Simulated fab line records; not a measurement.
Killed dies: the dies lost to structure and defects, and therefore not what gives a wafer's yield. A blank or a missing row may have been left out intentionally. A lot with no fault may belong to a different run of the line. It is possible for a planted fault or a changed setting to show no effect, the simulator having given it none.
Problem report in the 8D (eight disciplines) form, filled by code | flow berkeley_cmos170 | the parts of the form that need people (team, actions taken, sign-off) are left out

## 1. THE PROBLEM
Wafers free of any fault read 1988 nm (standard deviation 27) for V1_TEOS_THK at UCB170_V1_THK_MEAS_01, against a mean of 821 nm on 6 wafers of 2 lots. That puts it -43 standard deviations away from the usual mean.
Seen first at day 11 00:52 on film_metro-02, wafer L900.2. The record has a number at this step for 42 wafers belonging to 14 lots. The rule behind "out" and "out of limits": a value lying over 4 standard deviations away from the usual mean. The rest of the wafers with a number are treated as sound.

## 2. WHAT IT IS, WHAT IT ISN'T
question                    | is                           | is not
which readings at this step | V1_TEOS_THK                  | -
which lots                  | L900, L903                   | L889, L890, L891, L892, L893, L894, L899, L901, L902, L904, L906, L909
which wafers of those lots  | all that have a number       | -
read on which gauges        | film_metro-02, film_metro-03 | film_metro-01
when                        | from day 11 00:52            | up to then (21 sound wafers); but 15 sound wafers of L901, L902, L904, L906, L909 came after

## 3. WHAT RULES OUT EACH SUSPECT
Counting: a tool at a process step up to the reading stays a suspect if it ran every lot that is out and no sound lot after the first of them.
- the gauge at UCB170_V1_THK_MEAS_01: ruled out. Those wafers that are out were read across 2 gauges (film_metro-02, film_metro-03).
- plasma_asher-01 at UCB170_CONTACT_STRIP_19 (strips in O2): ruled out as a lasting fault. Following L900 (day 10 20:32), the first lot on it that is out, the sound lots L901, L904, L909 were run on it.
- pecvd-03 at UCB170_V1_CVD_00 (deposits SiO2 from TEOS/O2, target thk 2000 nm, time 250 s): kept. It processed each lot that is out, first L900 at day 11 00:42, and no sound lot thereafter; up to then, the last sound lot it processed was L899 at day 10 15:37.
Remaining after the count: pecvd-03 at UCB170_V1_CVD_00.

## 4. THE CAUSE (what the simulator had put in)
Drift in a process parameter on pecvd-03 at UCB170_V1_CVD_00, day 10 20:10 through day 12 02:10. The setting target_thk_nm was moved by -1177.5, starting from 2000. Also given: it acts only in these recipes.
Only this tool survived the counting.

## 5. THE CHAIN OF EFFECTS, in route order
Rows list readings where the struck wafers' mean (over those with a number) sits beyond 3 standard deviations from the usual. Only readings for which the record gives a usual standard deviation are gone through. hours: the time from each lot's start at the first step in this table that gives one to its start at this step, as a median over the lots. sigmas: the change in usual standard deviations.
hours | step                  | reading        | usual      | on struck wafers | change | sigmas
0     | UCB170_V1_THK_MEAS_01 | V1_TEOS_THK    | 1988 nm    | 821              | -1167  | -43
2     | UCB170_V1_ETCH_14     | oes_product_au | 0.877 a.u. | 0.793            | -0.084 | -4.9
It contains these process steps:
- UCB170_V1_ETCH_14: etches SiO2 in CHF3/CF4/Ar, stops on Al, target depth 1250 nm, time 291 s.
Later steps that measure or inspect, where all struck wafers having a row at the step show a number for every such reading and not one has moved that far: UCB170_M2_CD_MEAS_15.

## 6. WHAT WOULD HAVE CAUGHT IT SOONER
In this record the first reading out of limits at a measuring or inspecting step was taken at day 11 00:52, 5 hours after the fault began at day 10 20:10.
Of the tool readings at UCB170_V1_CVD_00 for which the record gives a usual standard deviation, none was out on any struck wafer, so an alarm limit of 4 standard deviations on them would not have fired.
Of the lots that are out (2), L903 began UCB170_V1_CVD_00 on pecvd-03 after day 11 00:52. Had the tool been put on hold then, it would have been spared.
